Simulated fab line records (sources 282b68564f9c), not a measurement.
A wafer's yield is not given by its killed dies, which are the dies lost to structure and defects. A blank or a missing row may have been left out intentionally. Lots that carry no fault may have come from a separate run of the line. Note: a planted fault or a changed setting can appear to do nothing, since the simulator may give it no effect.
Which tool did it?    flow rit_cmos    6 lots with 18 wafers sampled at 2 steps, on a route of 202 steps

== WHAT THE GAUGES SHOWED, per wafer ==
RIT_GATE_THK_MEAS_09.
lot   measured     on             GATE_POLY_THK (nm)
L708  day 3 08:39  film_metro-04  247.5 248.8 248.1
L711  day 4 02:11  film_metro-02  246.3 247.6 243.2
L714  day 4 07:17  film_metro-02  251.3 251.5 249.3
L718  day 5 03:25  film_metro-01  249.5 248.2 249.5
L722  day 5 21:30  film_metro-01  250.7 249.9 250.3
L727  day 7 01:55  film_metro-04  309.5 305.8 309.3 309.2 305.7 309.2

== WHAT TOOL EACH LOT RAN ON (gives the tool, then ch and the chambers of the sampled wafers, and finally the start) ==
lot   RIT_GATE_CVD_08
L708  lpcvd-02 ch 1, day 3 07:02
L711  lpcvd-02 ch 1, day 4 00:32
L714  lpcvd-01 ch 1, day 4 05:40
L718  lpcvd-01 ch 0, day 5 01:47
L722  lpcvd-02 ch 1, day 5 19:52
L727  lpcvd-01 ch 0, day 7 00:16
- RIT_GATE_CVD_08: deposits poly-Si from SiH4, target thk 250 nm, time 2220 s.

== THE ANSWER, worked out from the rows above alone ==
Rule: what is usual is taken from the lots themselves. The widest of any qualifying gaps counts: lots, ordered by their means at a reading, are off when they make up no more than a third of the lots, leave a main group of 4 or more, and stand apart from it by 3 or more times the standard deviation of that group's means. Not used: any main group whose means are identical at the precision the tables above print for the reading. A lot without any number at a reading at which 4 lots or more have one is off too. All remaining lots with rows at the step are treated as sound.
Off: L727, at RIT_GATE_THK_MEAS_09 (GATE_POLY_THK). The main group: mean 248.8 nm, standard deviation 1.8.
If a tool, at a process step before that reading, ran all the lots that are off and no sound lot after the first of them, it fits. Those tools and the gauges at RIT_GATE_THK_MEAS_09 are tried in the same way. Can't be told from this: 2 tools fit, lpcvd-01 at RIT_GATE_CVD_08, film_metro-04 at RIT_GATE_THK_MEAS_09.

== WHAT WAS PUT IN BY THE SIMULATOR ==
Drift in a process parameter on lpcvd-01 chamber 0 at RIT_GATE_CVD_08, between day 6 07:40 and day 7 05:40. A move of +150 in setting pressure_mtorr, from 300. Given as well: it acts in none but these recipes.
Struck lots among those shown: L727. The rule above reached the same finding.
